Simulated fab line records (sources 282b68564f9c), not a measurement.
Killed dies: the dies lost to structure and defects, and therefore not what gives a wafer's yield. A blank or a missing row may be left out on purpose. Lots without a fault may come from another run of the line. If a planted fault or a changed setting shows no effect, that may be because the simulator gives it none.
Split-lot experiment -- flow rit cmos -- 18 wafers read across 4 lots, on a route 202 steps long

## ABOUT THE SPLIT
At RIT_ACTIVE_OXIDATION_01 (target thk 46.8 nm, ox time 3360 s), the setting ox time s was moved away from the recipe's 3360 s on 15 of the 18 wafers read, by +8.1% to +11.1%. For the rest of the wafers, this setting stayed at what the recipe calls for.

## FROM THE SPLIT TO THE READING: what the file shows between them, 29 steps
- RIT_ACTIVE_COAT_06: resist thk 1000 nm (also split here: resist thk nm)
- RIT_ACTIVE_DEVELOP_10: develop time 50 s (also split here: develop time s)
- RIT_ACTIVE_CD_MEAS_11: target cd 1400 nm
- RIT_ACTIVE_HARDBAKE_12: time 60 s
- RIT_ACTIVE_ETCH_13: etches Si3N4 in SF6, stops on SiO2, time 210 s, target depth 210 nm
- RIT_ACTIVE_STRIP_14: strips in O2, time 180 s
- RIT_ACTIVE_CD_MEAS_90: target cd 1400 nm
- RIT_NWELL_COAT_01: resist thk 1300 nm (also split here: resist thk nm)
- RIT_NWELL_SOFTBAKE_02: time 60 s
- RIT_NWELL_EXPOSE_03: exposes mask M2, target cd 43900 nm
- RIT_NWELL_DEVELOP_05: develop time 68 s
- RIT_NWELL_HARDBAKE_07: time 120 s
- RIT_NWELL_IMPLANT_08 (also split here: dose cm2)
- RIT_NWELL_STRIP_09: strips in O2, time 180 s
- RIT_NWELL_TW_MEAS_10
- RIT_PWELL_SOFTBAKE_02: time 60 s (also split here: temp c)
- RIT_PWELL_EXPOSE_03: exposes mask M3, target cd 43700 nm
- RIT_PWELL_PEB_04
- RIT_PWELL_DEVELOP_05: develop time 68 s
- RIT_PWELL_IMPLANT_08 (also split here: energy kev)
- RIT_PWELL_STRIP_09: strips in O2, time 180 s
- RIT_WELLDRIVE_ANNEAL_00: time 14700 s
- RIT_WELLDRIVE_RS_MEAS_01: measures by four-point-probe
- RIT_PRETRO_IMPLANT_08 (also split here: dose cm2)
- RIT_PRETRO_STRIP_09: strips in O2, time 180 s
- RIT_PRETRO_TW_MEAS_10
- RIT_GATE_OXIDATION_05: target thk 3 nm, ox time 270 s (also split here: temp c)
- RIT_GATE_ANNEAL_06: time 600 s
- RIT_GATE_THK_MEAS_07

## THE READING
The simulator's own value etest.pldd.width nm, read by no gauge, in nm at RIT_M1_PROBE_99. There is no usual value for it anywhere in the file. Here, 3 wafers ran the recipe; their average is 3202 nm with a standard deviation of 6.9 nm.

wafer,"tool, chamber at the split","ox time s as run, s",against the recipe,"etest.pldd.width nm, nm",against lot-mates on the recipe
L074.3,"furnace-04, 0",3360,recipe,3210,-
L074.5,"furnace-04, 0",3360,recipe,3202,-
L074.6,"furnace-04, 0",3360,recipe,3193,-
L078.1,"-, -",3733,+11.1%,3130,no lot-mate on the recipe
L078.2,"-, -",3733,+11.1%,3127,no lot-mate on the recipe
L078.3,"-, -",3733,+11.1%,3145,no lot-mate on the recipe
L078.4,"-, -",3733,+11.1%,3136,no lot-mate on the recipe
L078.5,"-, -",3733,+11.1%,3132,no lot-mate on the recipe
L079.1,"-, -",3691,+9.9%,3154,no lot-mate on the recipe
L079.3,"-, -",3691,+9.9%,3132,no lot-mate on the recipe
L079.4,"-, -",3691,+9.9%,3139,no lot-mate on the recipe
L079.5,"-, -",3691,+9.9%,3141,no lot-mate on the recipe
L079.6,"-, -",3691,+9.9%,3136,no lot-mate on the recipe
L085.2,"-, -",3631,+8.1%,3145,no lot-mate on the recipe
L085.3,"-, -",3631,+8.1%,3144,no lot-mate on the recipe
L085.4,"-, -",3631,+8.1%,3158,no lot-mate on the recipe
L085.5,"-, -",3631,+8.1%,3152,no lot-mate on the recipe
L085.6,"-, -",3631,+8.1%,3147,no lot-mate on the recipe

THE FIT
A straight line over all 18 wafers: etest.pldd.width nm changes by -6.14 nm for each +1% of ox time s; r = -0.96; the points scatter about the line by 7 nm.
Too few moved wafers have a lot-mate on the recipe to fit a line with each lot's own level taken away.

## THE WHOLE CHAIN: every reading that the file lists as answering this split, in the file's order
step,what it does,reading,change (the file's fit),r (the file's)
RIT_ACTIVE_OXIDATION_01,"target thk 46.8 nm, ox time 3360 s","SiO2_of_ACTIVE_OXIDATION_01.thk nm (the simulator's own value, which no gauge read)",+0.358 nm for each +1% of the setting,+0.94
RIT_M1_PROBE_99,,"etest.pldd.width nm (the simulator's own value, which no gauge read)",-6.15 nm for each +1% of the setting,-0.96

## FILE'S OWN FIT
etest.pldd.width nm changes by -6.15 nm for each +1% of ox time s, r = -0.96.
